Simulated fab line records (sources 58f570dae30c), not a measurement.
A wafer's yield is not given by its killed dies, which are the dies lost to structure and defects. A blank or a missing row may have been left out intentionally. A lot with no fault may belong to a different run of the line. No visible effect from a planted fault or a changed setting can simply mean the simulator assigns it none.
Which tool was responsible? :: flow berkeley-cmos170 :: Sampling: 12 lots, 36 wafers, 2 of 331 route steps

== WHAT EACH GAUGE READ, for each wafer ==
UCB170_V2_THK_MEAS_04. Usual: V2_POLISHED_THK gives 999.7 nm (standard deviation 1.1).
lot: L192
measured: day 8 02:23
on: film-metro-01
V2_POLISHED_THK (nm): 1000.0 999.7 998.4
flag: 

lot: L195
measured: day 8 11:06
on: film-metro-04
V2_POLISHED_THK (nm): 1001.2 998.7 1000.7
flag: 

lot: L193
measured: day 8 13:31
on: film-metro-01
V2_POLISHED_THK (nm): 1000.0 1000.7 1000.7
flag: 

lot: L194
measured: day 8 12:23
on: film-metro-02
V2_POLISHED_THK (nm): 1001.1 1000.1 1002.1
flag: 

lot: L197
measured: day 9 05:26
on: film-metro-01
V2_POLISHED_THK (nm): 999.9 999.8 998.8
flag: 

lot: L196
measured: day 9 07:02
on: film-metro-02
V2_POLISHED_THK (nm): 999.9 1001.5 999.9
flag: 

lot: L200
measured: day 9 19:50
on: film-metro-02
V2_POLISHED_THK (nm): 999.8 1000.8 1001.3
flag: 

lot: L207
measured: day 10 23:20
on: film-metro-01
V2_POLISHED_THK (nm): 1000.3 999.7 998.7
flag: 

lot: L208
measured: day 10 23:39
on: film-metro-02
V2_POLISHED_THK (nm): 1001.0 999.1 998.7
flag: 

lot: L210
measured: day 11 20:59
on: film-metro-01
V2_POLISHED_THK (nm): 998.8 1000.5 1000.2
flag: 

lot: L211
measured: day 11 21:07
on: film-metro-04
V2_POLISHED_THK (nm): 997.8 999.3 999.4
flag: 

lot: L215
measured: day 12 18:11
on: film-metro-02
V2_POLISHED_THK (nm): 999.5 1001.2 999.4
flag: 

== WHICH TOOL RAN EACH LOT (tool, then ch and the chambers of the sampled wafers, then the start) ==
lot: L192
UCB170_CONTACT_CLEAN_00: wet-bench-03 ch 3, day 7 10:08

lot: L195
UCB170_CONTACT_CLEAN_00: wet-bench-04 ch 3, day 7 19:31

lot: L193
UCB170_CONTACT_CLEAN_00: wet-bench-01 ch 3, day 7 20:24

lot: L194
UCB170_CONTACT_CLEAN_00: wet-bench-01 ch 1, day 7 20:24

lot: L197
UCB170_CONTACT_CLEAN_00: wet-bench-03 ch 3, day 8 14:35

lot: L196
UCB170_CONTACT_CLEAN_00: wet-bench-03 ch 0, day 8 15:19

lot: L200
UCB170_CONTACT_CLEAN_00: wet-bench-03 ch 0, day 9 01:14

lot: L207
UCB170_CONTACT_CLEAN_00: wet-bench-04 ch 0, day 10 05:43

lot: L208
UCB170_CONTACT_CLEAN_00: wet-bench-04 ch 3, day 10 05:57

lot: L210
UCB170_CONTACT_CLEAN_00: wet-bench-04 ch 0, day 11 05:11

lot: L211
UCB170_CONTACT_CLEAN_00: wet-bench-04 ch 3, day 11 05:21

lot: L215
UCB170_CONTACT_CLEAN_00: wet-bench-03 ch 3, day 12 01:12
- UCB170_CONTACT_CLEAN_00: cleans in SPM, time 600 s.

== WHAT THE TOOLS THEMSELVES READ (means of the sampled wafers that have a number; where no wafer has one, the mark that the record gives instead) ==
The record holds no such reading with a usual standard deviation.

== THE ANSWER, worked out from the rows above alone ==
Rule: a lot is off if the mean of its wafers that have a number lies more than 3 standard deviations from the usual mean. A lot without any number at a reading at which 4 lots or more have one is off too. All remaining lots with rows at the step are treated as sound. First the gauges in route order, then the tools' own readings, where a lot's mean is used as printed above. The first step at which some lot is off is used, and at that step the reading that is off furthest; a lot without a number counts as furthest.
Across all readings shown, no lot is off: no conclusion can be drawn from this.

== WHAT HAD BEEN PUT IN BY THE SIMULATOR ==
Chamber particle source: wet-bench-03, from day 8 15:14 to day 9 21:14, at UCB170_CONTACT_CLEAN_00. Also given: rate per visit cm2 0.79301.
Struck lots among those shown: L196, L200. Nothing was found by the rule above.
